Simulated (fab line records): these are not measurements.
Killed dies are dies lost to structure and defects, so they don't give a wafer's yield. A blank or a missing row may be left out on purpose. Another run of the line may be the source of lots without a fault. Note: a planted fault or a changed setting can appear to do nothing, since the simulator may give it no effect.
fab line records	flow rit_cmos
record: lots: 14	wafers: 42	last_day: 7
route steps=202 shown ACTIVE@3 NWELL@29 PWELL@49 GATE@93 M1@202
lots that met no fault: taken from a fault-free run of the same line
start_h: hours from the record's opening day to when the first of the lot's shown wafers began	wait_h: hours since the lot's step before	" same as the row above	L1.1+2: one row covering several wafers at once	- value missing, or start not given	* or withheld: withheld	< > ~ a bound
route shown NAME@n: NAME is a module with steps in the file, n the number in the route of the first one	usual: average and standard deviation across the fault-free wafers	same: alike in all rows	chamber/n: place in a boat	sites: readings site by site	_std_site: standard deviation of those values	_edge_site: outer sites' mean less inner sites'	radius_mm: how far each site lies from the wafer's centre	mask NAME#n: copy n	behind: the tool/chamber that last shaped the wafer	hold: the reason the lot was held/the length of the hold in hours/how it ended	device: the transistor (n, p or np) that didn't switch	end of line: the same wafers' tests at the end of the route	for a step that has no rows: nothing shown but its recipe	killed: at the first sort, the dies lost to defects and structure; wafer yield is something else	map: shows each die of a wafer: x if killed, . if not, _ if none is there
set.NAME: the setting the step ran with; set.NAME@STEP: the setting that earlier step ran with	model.NAME: the simulator's own value behind a step, which no gauge read
one table for each step of the route and one row for each wafer, over a sample of lots
services: a tool's chamber out of use, with start hour (start_h, from the record's first day; less than 0 if before it), hours out, and reason
== steps ==
step: RIT_ACTIVE_THK_MEAS_02
recipe: reads: SiO2_of_ACTIVE_OXIDATION_01
usual: ACTIVE_OXIDE_THK: 46.6/0.79
lot.wafer	tool	chamber	start_h	wait_h	ACTIVE_OXIDE_THK[nm]
L868.3	film_metro-01	-	12.07	0.0	46.7
L868.4	"	-	"	"	46.3
L868.5	"	-	"	"	46.8
L869.2	film_metro-04	-	17.06	0.0	46.1
L869.3	"	-	"	"	45.8
L869.4	"	-	"	"	45.8
L871.1	film_metro-04	-	27.05	0.0	45.8
L871.2	"	-	"	"	47.3
L871.5	"	-	"	"	46.9
L874.1	film_metro-04	-	42.05	0.0	46.7
L874.3	"	-	"	"	46.7
L874.6	"	-	"	"	46.1
L876.3	film_metro-01	-	52.07	0.0	46.5
L876.4	"	-	"	"	46.5
L876.6	"	-	"	"	46.8
L877.3	film_metro-03	-	57.07	0.0	46.3
L877.4	"	-	"	"	47.4
L877.5	"	-	"	"	46.9
L878.2	film_metro-03	-	62.06	0.0	48.2
L878.4	"	-	"	"	48.0
L878.5	"	-	"	"	48.0
L879.1	film_metro-03	-	67.05	0.0	46.7
L879.3	"	-	"	"	47.4
L879.4	"	-	"	"	46.7
L881.3	film_metro-01	-	77.07	0.0	46.5
L881.4	"	-	"	"	46.4
L881.5	"	-	"	"	46.5
L883.1	film_metro-04	-	87.05	0.0	46.3
L883.3	"	-	"	"	46.9
L883.4	"	-	"	"	46.3
L884.4	film_metro-01	-	92.08	0.0	44.7
L884.5	"	-	"	"	44.3
L884.6	"	-	"	"	45.2
L885.1	film_metro-03	-	97.94	0.0	46.1
L885.2	"	-	"	"	45.4
L885.5	"	-	"	"	46.1
L887.3	film_metro-01	-	107.07	0.0	47.2
L887.4	"	-	"	"	47.0
L887.5	"	-	"	"	47.5
L891.2	film_metro-03	-	127.06	0.0	46.2
L891.3	"	-	"	"	46.9
L891.5	"	-	"	"	46.4
step: RIT_ACTIVE_STRIP_14
recipe: chemistry: O2	time_s: 180	resist: NOVOLAK	platen_temp_c: withheld	power_w: 500	pressure_mtorr: 4000	o2_flow_sccm: 4000
usual: drypump_motor_current_A: 5.4/0.36	o2_flow_sccm: 4002/13
lot.wafer	tool	chamber	start_h	wait_h	drypump_motor_current_A	o2_flow_sccm	rf_hours_counter_h
L868.3	plasma_asher-02	1	15.08	0.1	5.5	4001	-
L868.4	"	0	"	"	5.4	3977	-
L868.5	"	0	"	"	5.4	3994	-
L869.2	plasma_asher-02	0	19.84	0.1	5.4	3980	38
L869.3	"	0	"	"	5.4	3986	-
L869.4	"	1	"	"	5.5	3998	-
L871.1	plasma_asher-01	1	29.84	0.1	4.9	3995	23
L871.2	"	0	"	"	5.8	4033	23
L871.5	"	1	"	"	4.9	4024	-
L874.1	plasma_asher-01	0	44.97	0.1	5.7	4003	25
L874.3	"	0	"	"	5.7	4015	-
L874.6	"	0	"	"	5.7	4006	-
L876.3	plasma_asher-03	0	54.97	0.1	4.9	3996	-
L876.4	"	1	"	"	5.9	4014	-
L876.6	"	1	"	"	5.9	4029	-
L877.3	plasma_asher-01	0	59.90	0.1	5.8	3992	-
L877.4	"	1	"	"	4.9	4005	-
L877.5	"	1	"	"	4.9	4011	-
L878.2	plasma_asher-01	1	64.84	0.1	4.9	3986	27
L878.4	"	0	"	"	5.7	3988	-
L878.5	"	0	"	"	5.8	3972	-
L879.1	plasma_asher-02	1	69.98	0.1	5.5	4008	43
L879.3	"	0	"	"	5.4	3992	-
L879.4	"	1	"	"	5.5	4003	-
L881.3	plasma_asher-02	0	79.90	0.1	5.4	4002	-
L881.4	"	1	"	"	5.5	4000	-
L881.5	"	0	"	"	5.4	4007	-
L883.1	plasma_asher-02	1	90.77	0.1	5.5	4012	45
L883.3	"	0	"	"	5.4	3984	-
L883.4	"	1	"	"	5.5	4011	-
L884.4	plasma_asher-02	0	95.73	0.1	5.4	4032	-
L884.5	"	1	"	"	5.5	3981	-
L884.6	"	0	"	"	5.4	4022	-
L885.1	plasma_asher-02	1	100.85	0.1	5.5	4004	46
L885.2	"	0	"	"	5.4	4025	46
L885.5	"	0	"	"	5.4	4031	-
L887.3	plasma_asher-03	1	109.90	0.1	5.9	4019	-
L887.4	"	0	"	"	4.9	4022	-
L887.5	"	1	"	"	5.9	3999	-
L891.2	plasma_asher-03	1	129.97	0.1	5.9	3993	47
L891.3	"	1	"	"	5.9	4016	-
L891.5	"	1	"	"	5.9	4008	-
step: RIT_NWELL_COAT_01
recipe: resist: NOVOLAK	spin_rpm: 2000	resist_thk_nm: 1300
usual: chill_plate_temp_C: 23.00/0.099	dispense_pressure_kPa: 48/3.7	exhaust_pa: 44.9/0.93
lot.wafer	tool	chamber	start_h	wait_h	chill_plate_temp_C	dispense_pressure_kPa	exhaust_pa
L868.3	litho_track-02	0	19.94	0.1	23.10	44	43.4
L868.4	"	0	"	"	23.08	44	43.5
L868.5	"	0	"	"	22.99	44	44.6
L869.2	litho_track-03	0	25.70	0.1	22.83	52	44.7
L869.3	"	0	"	"	22.90	52	44.7
L869.4	"	0	"	"	22.87	52	45.3
L871.1	litho_track-01	0	35.37	0.1	23.07	46	43.9
L871.2	"	0	"	"	23.04	46	45.7
L871.5	"	0	"	"	23.00	46	45.0
L874.1	litho_track-02	0	50.17	0.1	23.05	44	43.9
L874.3	"	0	"	"	23.00	44	44.0
L874.6	"	0	"	"	22.85	44	44.4
L876.3	litho_track-01	0	60.03	0.1	22.99	46	44.5
L876.4	"	0	"	"	22.92	46	45.6
L876.6	"	0	"	"	22.97	46	43.8
L877.3	litho_track-02	0	64.51	0.1	23.06	44	45.0
L877.4	"	0	"	"	23.01	44	46.2
L877.5	"	0	"	"	23.10	44	46.1
L878.2	litho_track-03	0	69.48	0.1	23.04	52	45.3
L878.4	"	0	"	"	23.19	52	44.2
L878.5	"	0	"	"	23.01	52	44.1
L879.1	litho_track-01	0	74.53	0.1	22.97	46	46.2
L879.3	"	0	"	"	23.18	46	45.9
L879.4	"	0	"	"	23.15	46	47.7
L881.3	litho_track-02	0	84.50	0.1	23.08	44	46.7
L881.4	"	0	"	"	23.06	44	43.9
L881.5	"	0	"	"	23.15	44	45.1
L883.1	litho_track-02	-	96.84	0.1	-	-	-
L883.3	"	-	"	"	-	-	-
L883.4	"	-	"	"	-	-	-
L884.4	litho_track-01	-	101.91	0.1	-	-	-
L884.5	"	-	"	"	-	-	-
L884.6	"	-	"	"	-	-	-
L885.1	litho_track-03	0	105.41	0.1	22.90	52	45.7
L885.2	"	0	"	"	22.92	52	46.9
L885.5	"	0	"	"	22.88	52	46.0
L887.3	litho_track-03	0	116.02	0.1	23.02	52	44.5
L887.4	"	0	"	"	23.06	52	43.5
L887.5	"	0	"	"	23.10	52	44.2
L891.2	litho_track-02	0	134.59	0.1	23.15	44	45.5
L891.3	"	0	"	"	22.92	44	43.4
L891.5	"	0	"	"	23.12	44	44.0
step: RIT_NWELL_OVL_MEAS_06
usual: NWELL_OVL: -0.9/1.2
lot.wafer	tool	chamber	start_h	wait_h	NWELL_OVL[nm]
L868.3	overlay-01	-	20.63	-	-0.5
L868.4	"	-	"	"	0.0
L868.5	"	-	"	"	-1.3
L869.2	overlay-01	-	26.41	-	-2.5
L869.3	"	-	"	"	-2.9
L869.4	"	-	"	"	-1.7
L871.1	overlay-02	-	36.23	-	-1.0
L871.2	"	-	"	"	-0.5
L871.5	"	-	"	"	-0.8
L874.1	overlay-02	-	50.90	-	-1.1
L874.3	"	-	"	"	-0.7
L874.6	"	-	"	"	0.1
L876.3	overlay-02	-	60.72	-	-1.6
L876.4	"	-	"	"	-0.1
L876.6	"	-	"	"	-0.5
L877.3	overlay-02	-	65.20	-	-0.7
L877.4	"	-	"	"	-1.4
L877.5	"	-	"	"	-0.8
L878.2	overlay-02	-	70.20	-	-1.2
L878.4	"	-	"	"	-0.5
L878.5	"	-	"	"	-1.8
L879.1	overlay-01	-	75.39	-	1.4
L879.3	"	-	"	"	-1.5
L879.4	"	-	"	"	0.1
L881.3	overlay-01	-	85.32	-	0.5
L881.4	"	-	"	"	0.1
L881.5	"	-	"	"	0.7
L883.1	overlay-02	-	97.70	-	-
L883.3	"	-	"	"	-
L883.4	"	-	"	"	-
L884.4	overlay-02	-	102.70	-	-
L884.5	"	-	"	"	-
L884.6	"	-	"	"	-
L885.1	overlay-02	-	106.14	-	-1.0
L885.2	"	-	"	"	0.8
L885.5	"	-	"	"	-0.9
L887.3	overlay-01	-	116.84	-	-1.5
L887.4	"	-	"	"	-2.4
L887.5	"	-	"	"	-2.9
L891.2	overlay-02	-	135.42	-	0.0
L891.3	"	-	"	"	0.2
L891.5	"	-	"	"	-0.4
step: RIT_PWELL_TW_MEAS_10
usual: PWELL_TW: 954/6.8
lot.wafer	tool	chamber	start_h	wait_h	hold	PWELL_TW
L868.3	film_metro-03	-	22.93	0.1	-	952
L868.4	"	-	"	"	-	954
L868.5	"	-	"	"	-	951
L869.2	film_metro-03	-	28.70	0.1	-	957
L869.3	"	-	"	"	-	954
L869.4	"	-	"	"	-	956
L871.1	film_metro-02	-	38.52	0.1	-	950
L871.2	"	-	"	"	-	957
L871.5	"	-	"	"	-	953
L874.1	film_metro-02	-	53.12	0.1	-	954
L874.3	"	-	"	"	-	958
L874.6	"	-	"	"	-	960
L876.3	film_metro-02	-	62.93	0.1	-	960
L876.4	"	-	"	"	-	956
L876.6	"	-	"	"	-	962
L877.3	film_metro-01	-	67.37	0.1	-	944
L877.4	"	-	"	"	-	943
L877.5	"	-	"	"	-	939
L878.2	film_metro-03	-	72.45	0.1	-	966
L878.4	"	-	"	"	-	962
L878.5	"	-	"	"	-	965
L879.1	film_metro-02	-	77.60	0.1	-	957
L879.3	"	-	"	"	-	957
L879.4	"	-	"	"	-	956
L881.3	film_metro-01	-	87.49	0.1	-	946
L881.4	"	-	"	"	-	950
L881.5	"	-	"	"	-	942
L883.1	film_metro-02	-	99.98	0.1	await_dispo/0.2h/release	2212
L883.3	"	-	"	"	await_dispo/0.2h/release	2218
L883.4	"	-	"	"	await_dispo/0.2h/release	2216
L883.1	film_metro-02	-	100.21	0.2	-	2207
L883.3	"	-	"	"	-	2212
L883.4	"	-	"	"	-	2215
L884.4	film_metro-03	-	105.00	0.1	await_dispo/0.2h/release	2229
L884.5	"	-	"	"	await_dispo/0.2h/release	2224
L884.6	"	-	"	"	await_dispo/0.2h/release	2224
L884.4	film_metro-03	-	105.29	0.3	-	2227
L884.5	"	-	"	"	-	2226
L884.6	"	-	"	"	-	2217
L885.1	film_metro-02	-	108.42	0.1	-	950
L885.2	"	-	"	"	-	946
L885.5	"	-	"	"	-	956
L887.3	film_metro-02	-	119.14	0.1	-	952
L887.4	"	-	"	"	-	948
L887.5	"	-	"	"	-	952
L891.2	film_metro-03	-	137.72	0.1	-	962
L891.3	"	-	"	"	-	955
L891.5	"	-	"	"	-	963
step: RIT_GATE_OVL_MEAS_17
usual: GATE_OVL: 0.1/1.3
lot.wafer	tool	chamber	start_h	wait_h	GATE_OVL[nm]
L868.3	overlay-02	-	36.91	0.1	0.8
L868.4	"	-	"	"	2.0
L868.5	"	-	"	"	-0.4
L869.2	overlay-02	-	42.10	0.1	0.2
L869.3	"	-	"	"	1.5
L869.4	"	-	"	"	0.9
L871.1	overlay-01	-	52.01	0.1	-1.0
L871.2	"	-	"	"	-2.3
L871.5	"	-	"	"	-1.7
L874.1	overlay-02	-	66.34	0.1	0.1
L874.3	"	-	"	"	0.5
L874.6	"	-	"	"	-0.4
L876.3	overlay-02	-	77.54	0.1	-0.8
L876.4	"	-	"	"	-0.1
L876.6	"	-	"	"	0.3
L877.3	overlay-01	-	81.45	0.1	-1.4
L877.4	"	-	"	"	0.9
L877.5	"	-	"	"	-0.7
L878.2	overlay-01	-	87.21	0.1	0.4
L878.4	"	-	"	"	0.5
L878.5	"	-	"	"	1.6
L879.1	overlay-02	-	90.76	0.1	-0.1
L879.3	"	-	"	"	2.5
L879.4	"	-	"	"	0.0
L881.3	overlay-02	-	105.23	0.1	0.4
L881.4	"	-	"	"	2.7
L881.5	"	-	"	"	0.8
L885.1	overlay-01	-	121.60	0.1	0.6
L885.2	"	-	"	"	0.1
L885.5	"	-	"	"	0.8
L887.3	overlay-02	-	132.78	0.1	-1.7
L887.4	"	-	"	"	-0.4
L887.5	"	-	"	"	-1.5
L891.2	overlay-01	-	154.03	0.1	1.4
L891.3	"	-	"	"	1.6
L891.5	"	-	"	"	1.2
step: RIT_M1_PROBE_99
usual: defect_limited_yield: 97.3/1.2	killed_at_M0_to_M3: 0.0/0.14	killed_at_contacts: 0.0/0.16	killed_at_front_end: 7/3	killed_dies: 7/3	killed_open: 3.5/2	killed_short: 3.6/2.1	sort_bin_3_pad_short: 0.2/0.26	sort_bin_5_function: 1.5/0.76	sort_bin_6_memory: 1.0/0.65	sort_n_pass: 257/3	sort_yield_pct: 97.3/1.2
same: gross_dies: 264	killed_at_M4_up: 0	killed_at_back_side: 0	killed_at_other: 0
lot.wafer	tool	chamber	start_h	wait_h	defect_limited_yield[%]	killed_at_M0_to_M3	killed_at_contacts	killed_at_front_end	killed_dies	killed_open	killed_short	sort_bin_3_pad_short[%]	sort_bin_5_function[%]	sort_bin_6_memory[%]	sort_n_pass	sort_yield_pct[%]
L869.2	prober-02	-	62.58	0.1	98.1	0	0	5	5	2	3	0	0.8	1.1	259	98.1
L869.3	prober-02	-	62.63	0.2	97.3	0	0	7	7	4	3	0	1.9	0.8	257	97.3
L869.4	prober-02	-	62.68	0.2	98.1	0	0	5	5	3	2	0	1.1	0.8	259	98.1
L881.3	prober-02	-	126.15	0.2	95.8	0	0	11	11	5	6	0.4	2.3	1.5	253	95.8
L881.4	prober-02	-	126.20	0.2	98.9	0	0	3	3	1	2	0	1.1	0	261	98.9
L881.5	prober-02	-	126.25	0.2	96.2	0	0	10	10	3	7	0	1.5	2.3	254	96.2
killed by level:class
L869.2 SILICIDE:geometric_particle:short=2 GATE:geometric_particle:short=1 GATE:geometric_particle:open=1 REOX:geometric_particle:open=1
L869.3 FOX2:geometric_particle:short=3 REOX:geometric_particle:open=2 FOX1:geometric_particle:open=1 GATE:geometric_particle:open=1
L869.4 GATE:geometric_particle:short=2 GATE:geometric_particle:open=2 SILICIDE:geometric_particle:open=1
L881.3 GATE:geometric_particle:short=5 FOX1:geometric_particle:open=1 FOX2:geometric_particle:open=1 FOX2:geometric_particle:short=1 GATE:geometric_particle:open=1 REOX:geometric_particle:open=1 SILICIDE:geometric_particle:open=1
L881.4 GATE:geometric_particle:short=1 SILICIDE:geometric_particle:short=1 SILICIDE:geometric_particle:open=1
L881.5 GATE:geometric_particle:short=2 REOX:geometric_particle:short=2 ACTIVE:geometric_particle:short=1 FOX1:geometric_particle:short=1 FOX2:geometric_particle:open=1 GATE:geometric_particle:open=1 SPACER:geometric_particle:open=1 SPACER:geometric_particle:short=1
== services ==
tool	chamber	start_h	hours	kind
plasma_asher-01	-	14.71	0.3	repair
plasma_asher-01	-	98.37	0.4	repair
plasma_asher-01	-	103.03	2.8	pm
plasma_asher-02	-	108.75	9.0	pm
plasma_asher-02	0	108.75	9.0	vent_cycle
plasma_asher-02	1	108.75	9.0	vent_cycle
plasma_asher-02	0	117.75	-	clean
plasma_asher-02	1	117.75	-	clean
== key ==
first_sign: step: RIT_NWELL_COAT_01	reading: tool_record	direction: missing
effect: step: RIT_NWELL_OVL_MEAS_06	reading: NWELL_OVL	direction: missing
effect: step: RIT_PWELL_TW_MEAS_10	reading: visit	direction: added
effect: step: RIT_PWELL_TW_MEAS_10	reading: PWELL_TW	direction: up	sigmas: 99+	usual: 954	struck: 2221
met_at RIT_NWELL_COAT_01
struck_lots L883,L884
scrapped_behind RIT_PWELL_TW_MEAS_10 L883.1,L883.3,L883.4,L884.4,L884.5,L884.6
not_acting_at RIT_ACTIVE_THK_MEAS_02,RIT_ACTIVE_STRIP_14,RIT_GATE_OVL_MEAS_17
onset_between 84.50 96.84
fault: kind: skipped_step_whole	tool: litho_track-01,litho_track-02	chamber: -	onset_h: 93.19	steps: RIT_NWELL_COAT_01	scope: struck_lots_only
